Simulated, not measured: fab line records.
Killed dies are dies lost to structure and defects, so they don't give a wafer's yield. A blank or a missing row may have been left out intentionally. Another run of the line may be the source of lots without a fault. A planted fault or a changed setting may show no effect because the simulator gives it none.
2 desks looking at one fault :: flow berkeley-cmos170 :: what lay behind the numbers comes last; until then each desk has only its own

## THE METROLOGY DESK
Lot by lot, what the gauges showed, no matter which tool ran the lot: averages of those sampled wafers that carry a number. Marked OUT: a lot whose mean sits more than 4 standard deviations from the usual mean, which makes it out of limits; the brackets give that distance.
Columns: A = PWELL_OVL at UCB170_PWELL_OVL_MEAS_13, usual 3 nm; B = SCREENOX_OXIDE_THK at UCB170_SCREENOX_THK_MEAS_02, usual 14.37 nm; C = NLDD_RS at UCB170_SDANNEAL_RS_MEAS_05, usual 616.1 ohm/sq
lot: L515
first seen here: day 3 11:07
A: 3
B: 14.54
C: 615.6

lot: L517
first seen here: day 3 19:19
A: 5
B: 14.48
C: 616.0

lot: L518
first seen here: day 4 03:58
A: -1
B: 14.12
C: 615.7

lot: L519
first seen here: day 4 03:59
A: 3
B: 14.34
C: 615.8

lot: L524
first seen here: day 5 02:17
A: 1
B: 14.42
C: 617.4

lot: L522
first seen here: day 5 02:50
A: 6
B: 14.43
C: 615.3

lot: L523
first seen here: day 5 03:06
A: 5
B: 14.48
C: 618.1

lot: L528
first seen here: day 5 23:29
A: -1
B: 14.30
C: 617.8

lot: L530
first seen here: day 6 03:13
A: 5
B: 14.13
C: 615.8

lot: L531
first seen here: day 6 08:27
A: -0
B: 14.56
C: 616.8

lot: L533
first seen here: day 7 00:38
A: 5
B: 14.06
C: 654.1 (+29) OUT

lot: L534
first seen here: day 7 01:38
A: 10
B: 14.76
C: 615.8

lot: L537
first seen here: day 7 15:30
A: 9
B: 14.26
C: 655.4 (+30) OUT

lot: L538
first seen here: day 7 15:40
A: 4
B: 14.20
C: 615.2
Finding of this desk: L533, L537 out of limits, first seen on L533 at day 11 07:35 (NLDD_RS at UCB170_SDANNEAL_RS_MEAS_05). Within limits: L515, L517, L518, L519, L524, L522, L523, L528, L530, L531, L534, L538.

## THE TOOL OWNER'S DESK: implanter-02
For each lot that ran on this tool, the mean over its sampled wafers that have a number, from the tool's own readings at UCB170_NLDD_IMPLANT_08. Marked OUT: a lot whose mean sits more than 4 standard deviations from the usual mean, which makes it out of limits; the brackets give that distance.
Columns: A = dose-ions-cm2 at UCB170_NLDD_IMPLANT_08, usual 4.999e+13; B = faraday-current-uA at UCB170_NLDD_IMPLANT_08, usual 159
lot: L519
first seen here: day 7 07:26
A: 4.995e+13
B: 158

lot: L518
first seen here: day 7 09:06
A: 4.998e+13
B: 160

lot: L523
first seen here: day 8 19:29
A: 5.000e+13
B: 154

lot: L524
first seen here: day 8 20:49
A: 4.996e+13
B: 159

lot: L530
first seen here: day 9 18:53
A: 5.005e+13
B: 159

lot: L528
first seen here: day 9 19:35
A: 4.993e+13
B: 160

lot: L531
first seen here: day 10 00:02
A: 5.006e+13
B: 158

lot: L533
first seen here: day 10 19:02
A: 4.146e+13 (-99 or more) OUT
B: 132 (-8.7) OUT

lot: L537
first seen here: day 11 16:18
A: 4.145e+13 (-99 or more) OUT
B: 133 (-8.5) OUT
This desk's verdict: out of limits on L533, L537, starting with L533 at day 10 19:02 (dose-ions-cm2 at UCB170_NLDD_IMPLANT_08). Within limits: L519, L518, L523, L524, L530, L528, L531.

## BROUGHT TOGETHER
An alarm could have come from the tool owner's desk at day 10 19:02, on L533, L537.
At day 11 07:35 the metrology desk could have sounded an alarm, on L533, L537.
Of the lots named, all ran UCB170_NLDD_IMPLANT_08 on implanter-02.

## WHAT HAD BEEN PUT IN BY THE SIMULATOR
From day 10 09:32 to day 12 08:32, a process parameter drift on implanter-02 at UCB170_NLDD_IMPLANT_08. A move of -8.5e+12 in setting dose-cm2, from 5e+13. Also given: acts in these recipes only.
Lots struck among those shown: L533, L537.
Time in hours from fault onset to the first out-of-limits reading at each desk: tool owner's desk 10, metrology desk 22.
